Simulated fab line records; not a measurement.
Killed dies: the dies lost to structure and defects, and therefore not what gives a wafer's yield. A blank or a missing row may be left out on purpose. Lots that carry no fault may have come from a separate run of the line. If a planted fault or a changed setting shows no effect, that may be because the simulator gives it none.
What tool caused it? | flow berkeleyCmos170 | 14 lots with 42 wafers sampled at 5 steps, on a route of 331 steps

## WHAT THE GAUGES READ, wafer by wafer
UCB170_NVT_TW_MEAS_09. Usual: NVT_TW typically reads 521, with standard deviation 3.7.
lot  | measured     | on           | NVT_TW      | flag
L565 | day 6 08:01  | filmMetro-01 | 515 518 517 | 
L566 | day 6 17:01  | filmMetro-02 | 522 520 518 | 
L567 | day 6 16:48  | filmMetro-02 | 517 518 517 | 
L568 | day 6 16:56  | filmMetro-04 | 522 524 527 | 
L570 | day 7 09:55  | filmMetro-04 | 528 523 527 | 
L571 | day 7 09:23  | filmMetro-01 | 516 514 515 | 
L578 | day 9 08:41  | filmMetro-02 | 521 525 524 | 
L579 | day 9 08:23  | filmMetro-01 | 523 521 519 | 
L582 | day 9 22:48  | filmMetro-01 | 520 522 519 | 
L583 | day 9 23:04  | filmMetro-02 | 522 523 522 | 
L584 | day 10 10:56 | filmMetro-01 | 518 517 516 | 
L585 | day 10 11:01 | filmMetro-04 | 522 524 523 | 
L587 | day 10 18:40 | filmMetro-04 | 524 521 526 | 
L588 | day 11 12:29 | filmMetro-01 | 515 516 515 | 

UCB170_PVT_TW_MEAS_09. Usual: PVT_TW typically reads 503, with standard deviation 3.4.
lot  | measured     | on           | PVT_TW      | flag
L565 | day 6 11:09  | filmMetro-01 | 497 497 499 | 
L566 | day 6 19:30  | filmMetro-03 | 503 502 503 | 
L567 | day 6 19:19  | filmMetro-04 | 507 507 510 | 
L568 | day 6 19:13  | filmMetro-01 | 501 499 501 | 
L570 | day 7 12:35  | filmMetro-01 | 464 464 465 | OFF
L571 | day 7 11:47  | filmMetro-04 | 470 472 469 | OFF
L578 | day 9 10:47  | filmMetro-01 | 506 506 505 | 
L579 | day 9 10:29  | filmMetro-01 | 500 504 505 | 
L582 | day 10 01:30 | filmMetro-03 | 502 502 502 | 
L583 | day 10 01:43 | filmMetro-01 | 502 498 500 | 
L584 | day 10 13:10 | filmMetro-01 | 501 500 500 | 
L585 | day 10 13:27 | filmMetro-03 | 501 501 503 | 
L587 | day 10 20:10 | filmMetro-01 | 502 501 501 | 
L588 | day 11 14:50 | filmMetro-04 | 511 509 508 | 

## WHAT TOOL EACH LOT RAN ON (gives the tool, then ch and the chambers of the sampled wafers, and finally the start)
lot  | UCB170_PWELL_ETCH_14             | UCB170_PWELL_STRIP_16              | UCB170_PVT_IMPLANT_07
L565 | rieDiel-02 ch 0,2,3, day 3 07:54 | plasmaAsher-02 ch 0, day 3 08:09   | implanter-01 ch 0, day 6 10:55
L566 | rieDiel-03 ch 0,2,3, day 3 19:18 | plasmaAsher-01 ch 0,1, day 3 19:35 | implanter-01 ch 0, day 6 19:17
L567 | rieDiel-02 ch 1,2,3, day 3 19:21 | plasmaAsher-02 ch 0,1, day 3 19:37 | implanter-04 ch 0, day 6 19:05
L568 | rieDiel-01 ch 2,3, day 3 19:35   | plasmaAsher-02 ch 0,1, day 3 19:50 | implanter-01 ch 0, day 6 18:59
L570 | rieDiel-01 ch 1,2,3, day 4 05:49 | plasmaAsher-03 ch 1, day 4 06:04   | implanter-01 ch 0, day 7 12:20
L571 | rieDiel-02 ch 1,2, day 4 12:42   | plasmaAsher-01 ch 0,1, day 4 12:59 | implanter-01 ch 0, day 7 11:34
L578 | rieDiel-02 ch 0,1,3, day 6 05:32 | plasmaAsher-01 ch 0,1, day 6 05:50 | implanter-02 ch 0, day 9 10:34
L579 | rieDiel-01 ch 0,2,3, day 6 05:36 | plasmaAsher-03 ch 0,1, day 6 05:51 | implanter-04 ch 0, day 9 10:14
L582 | rieDiel-02 ch 0,1,3, day 7 01:32 | plasmaAsher-01 ch 0,1, day 7 01:47 | implanter-02 ch 0, day 10 01:15
L583 | rieDiel-03 ch 1,2, day 7 01:40   | plasmaAsher-02 ch 0,1, day 7 01:55 | implanter-04 ch 0, day 10 01:28
L584 | rieDiel-03 ch 2,3, day 7 11:47   | plasmaAsher-01 ch 0,1, day 7 12:02 | implanter-01 ch 0, day 10 12:56
L585 | rieDiel-01 ch 0,1,2, day 7 12:04 | plasmaAsher-01 ch 0,1, day 7 12:21 | implanter-04 ch 0, day 10 13:14
L587 | rieDiel-03 ch 0,2, day 7 21:16   | plasmaAsher-01 ch 0,1, day 7 21:31 | implanter-04 ch 0, day 10 19:55
L588 | rieDiel-01 ch 0,1,3, day 8 08:35 | plasmaAsher-01 ch 0,1, day 8 08:50 | implanter-02 ch 0, day 11 14:35
- UCB170_PWELL_ETCH_14: etches Si3N4 in CH3F/Ar/O2, stops on SiO2, target depth 242 nm, time 151 s.
- UCB170_PWELL_STRIP_16: strips in O2.
- UCB170_PVT_IMPLANT_07

## AS READ BY THE TOOLS THEMSELVES (means over the sampled wafers that have a number; for cases with no such wafer, the mark the record gives instead)
UCB170_PWELL_ETCH_14. Usual: O2_flow_sccm 7.000 sccm, standard deviation 0.019; drypumpMotorCurrentA 5.7 A, standard deviation 0.35; oesProductAu 0.940 a.u., standard deviation 0.021; throttleValvePct 8.08 %, standard deviation 0.11.
lot  | tool       | O2_flow_sccm (sccm) | drypumpMotorCurrentA (A) | oesProductAu (a.u.) | throttleValvePct (%) | flag
L565 | rieDiel-02 | 6.985               | 5.9                      | 0.924               | 8.21                 | 
L566 | rieDiel-03 | 6.982               | 5.7                      | 0.930               | 8.00                 | 
L567 | rieDiel-02 | 7.003               | 6.0                      | 0.924               | 8.09                 | 
L568 | rieDiel-01 | 6.997               | 5.5                      | 0.948               | 8.01                 | 
L570 | rieDiel-01 | 7.004               | 5.6                      | 0.952               | 8.02                 | 
L571 | rieDiel-02 | 6.984               | 6.0                      | 0.937               | 8.14                 | 
L578 | rieDiel-02 | 7.008               | 6.2                      | 0.920               | 8.17                 | 
L579 | rieDiel-01 | 6.994               | 5.6                      | 0.941               | 8.06                 | 
L582 | rieDiel-02 | 6.986               | 6.2                      | 0.917               | 8.17                 | 
L583 | rieDiel-03 | 6.993               | 5.3                      | 0.975               | 8.07                 | 
L584 | rieDiel-03 | 6.992               | 5.6                      | 0.964               | 8.03                 | 
L585 | rieDiel-01 | 7.008               | 5.6                      | 0.941               | 8.06                 | 
L587 | rieDiel-03 | 7.008               | 5.5                      | 0.955               | 8.08                 | 
L588 | rieDiel-01 | 6.995               | 5.6                      | 0.951               | 8.06                 | 

UCB170_PWELL_STRIP_16. Usual: drypumpMotorCurrentA 6.2 A, standard deviation 0.37; o2FlowSccm 400.0 sccm, standard deviation 1.2; oesProductAu 0.721 a.u., standard deviation 0.0043; stripTimeToEndpointS 18.07 s, standard deviation 0.094.
lot  | tool           | drypumpMotorCurrentA (A) | o2FlowSccm (sccm) | oesProductAu (a.u.) | stripTimeToEndpointS (s) | flag
L565 | plasmaAsher-02 | 5.6                      | 400.5             | 0.722               | 18.02                    | 
L566 | plasmaAsher-01 | 6.4                      | 399.4             | 0.717               | 18.02                    | 
L567 | plasmaAsher-02 | 6.3                      | 399.6             | 0.721               | 18.21                    | 
L568 | plasmaAsher-02 | 6.3                      | 400.7             | 0.712               | 18.05                    | 
L570 | plasmaAsher-03 | 5.7                      | 400.5             | 0.723               | 18.09                    | 
L571 | plasmaAsher-01 | 6.4                      | 401.1             | 0.719               | 18.23                    | 
L578 | plasmaAsher-01 | 6.2                      | 400.4             | 0.719               | 18.07                    | 
L579 | plasmaAsher-03 | 5.8                      | 400.7             | 0.722               | 18.04                    | 
L582 | plasmaAsher-01 | 6.3                      | 401.4             | 0.720               | 18.00                    | 
L583 | plasmaAsher-02 | 6.0                      | 401.0             | 0.723               | 17.86                    | 
L584 | plasmaAsher-01 | 6.2                      | 399.4             | 0.720               | 18.09                    | 
L585 | plasmaAsher-01 | 6.2                      | 401.0             | 0.719               | 17.99                    | 
L587 | plasmaAsher-01 | 6.3                      | 398.7             | 0.726               | 18.00                    | 
L588 | plasmaAsher-01 | 6.2                      | 399.5             | 0.722               | 18.04                    | 

UCB170_PVT_IMPLANT_07. Usual: doseIonsCm2 1.9996e+12, standard deviation 2.2e+09; faradayCurrentUA 6.34, standard deviation 0.13.
lot  | tool         | doseIonsCm2 | faradayCurrentUA | flag
L565 | implanter-01 | 2.0004e+12  | 6.30             | 
L566 | implanter-01 | 1.9987e+12  | 6.42             | 
L567 | implanter-04 | 1.9966e+12  | 6.43             | 
L568 | implanter-01 | 1.9965e+12  | 6.33             | 
L570 | implanter-01 | 1.5602e+12  | 4.85             | OFF
L571 | implanter-01 | 1.5610e+12  | 4.94             | OFF
L578 | implanter-02 | 1.9989e+12  | 6.33             | 
L579 | implanter-04 | 2.0006e+12  | 6.26             | 
L582 | implanter-02 | 1.9979e+12  | 6.33             | 
L583 | implanter-04 | 2.0018e+12  | 6.42             | 
L584 | implanter-01 | 1.9976e+12  | 6.44             | 
L585 | implanter-04 | 1.9993e+12  | 6.47             | 
L587 | implanter-04 | 2.0000e+12  | 6.20             | 
L588 | implanter-02 | 1.9992e+12  | 6.34             | 

## THE ANSWER, worked out from the rows above alone
Rule: a lot counts as off when the mean over its wafers that have a number is more than 3 standard deviations away from the usual mean. A lot without any number at a reading at which 4 lots or more have one is off too. All remaining lots with rows at the step are treated as sound. The gauges are gone through in route order, then the tools' own readings, and for those a lot's mean is taken as printed above. At the first step where some lot is off, the reading lying furthest off is the one used; lots without a number count as furthest.
Off: L570, L571, seen at UCB170_PVT_TW_MEAS_09 (PVT_TW).
If a tool, at a process step before that reading, ran all the lots that are off and no sound lot after the first of them, it fits. Not tried: the gauges at UCB170_PVT_TW_MEAS_09; whatever is off there is also off at UCB170_PVT_IMPLANT_07, on other tools, and gauge error can't account for it. Of those tried, none fits.

## WHAT THE SIMULATOR HAD PUT IN
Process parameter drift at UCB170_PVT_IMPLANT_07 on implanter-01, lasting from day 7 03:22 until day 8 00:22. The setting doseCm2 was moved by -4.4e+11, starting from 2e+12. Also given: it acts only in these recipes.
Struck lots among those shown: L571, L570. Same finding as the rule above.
